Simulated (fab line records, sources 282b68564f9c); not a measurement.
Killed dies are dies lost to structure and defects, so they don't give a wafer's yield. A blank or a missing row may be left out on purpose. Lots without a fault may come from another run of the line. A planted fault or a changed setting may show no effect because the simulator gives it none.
One fault seen from 2 desks | flow rit_cmos | each desk has only its own numbers; what lay behind them comes last

THE TOOL OWNER'S DESK: litho_track-03
The tool's own readings at RIT_NRETRO_COAT_01 (resist thk 1300 nm): means of the sampled wafers that have a number, for each lot that ran on this tool. A lot is out of limits, marked OUT, if its mean lies more than 4 standard deviations from the usual mean; the brackets give that distance.
Columns: A = spin_speed_rpm at RIT_NRETRO_COAT_01, usual 1999.7 rpm
lot  | first seen here | A
L529 | day 2 14:22     | 2000.6
L538 | day 4 06:21     | 1921.5 (-56) OUT
L539 | day 4 13:37     | 1919.0 (-58) OUT
This desk's finding: out of limits on L538, L539; first on L538, day 4 06:21 (spin_speed_rpm at RIT_NRETRO_COAT_01). In limits: L529.

THE METROLOGY DESK
What the gauges read, lot by lot, whatever tool the lot ran on: means of the sampled wafers that have a number. A lot is out of limits, marked OUT, if its mean lies more than 4 standard deviations from the usual mean; the brackets give that distance.
Columns: A = PWELL_OVL at RIT_PWELL_OVL_MEAS_06, usual -0.2 nm; B = PWELL_TW at RIT_PWELL_TW_MEAS_10, usual 961; C = NWELL_RS at RIT_WELLDRIVE_RS_MEAS_01, usual 275.5 ohm/sq; D = PWELL_RS at RIT_WELLDRIVE_RS_MEAS_02, usual 429.4 ohm/sq; E = NRETRO_OVL at RIT_NRETRO_OVL_MEAS_06, usual -0.6 nm
lot  | first seen here | A    | B   | C     | D     | E
L529 | day 2 08:10     | 0.8  | 967 | 275.2 | 430.1 | -3.5
L531 | day 2 13:13     | -0.8 | 964 | 275.4 | 429.8 | -1.1
L538 | day 4 00:10     | 1.0  | 955 | 275.2 | 431.1 | -2.6
L539 | day 4 07:26     | 0.8  | 959 | 275.6 | 428.0 | -2.4
L548 | day 6 02:29     | -0.2 | 962 | 276.1 | 429.4 | -1.2
L551 | day 6 17:55     | -1.9 | 962 | 275.5 | 428.2 | 0.0
This desk's finding: nothing out of limits on any of the 6 lots.

PUT TOGETHER
The tool owner's desk could have raised an alarm at day 4 06:21, on L538, L539.
The metrology desk saw nothing out of limits.
The metrology desk has L538, L539 on record, within its limits.
Of the lots named, all ran RIT_NRETRO_COAT_01 on litho_track-03.

WHAT THE SIMULATOR HAD PUT IN
Process parameter drift: litho_track-03, from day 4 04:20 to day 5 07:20, at RIT_NRETRO_COAT_01. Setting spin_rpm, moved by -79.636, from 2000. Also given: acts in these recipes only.
Lots struck among those shown: L538, L539.
Hours from the fault's start to each desk's first reading out of limits: the tool owner's desk, 2.
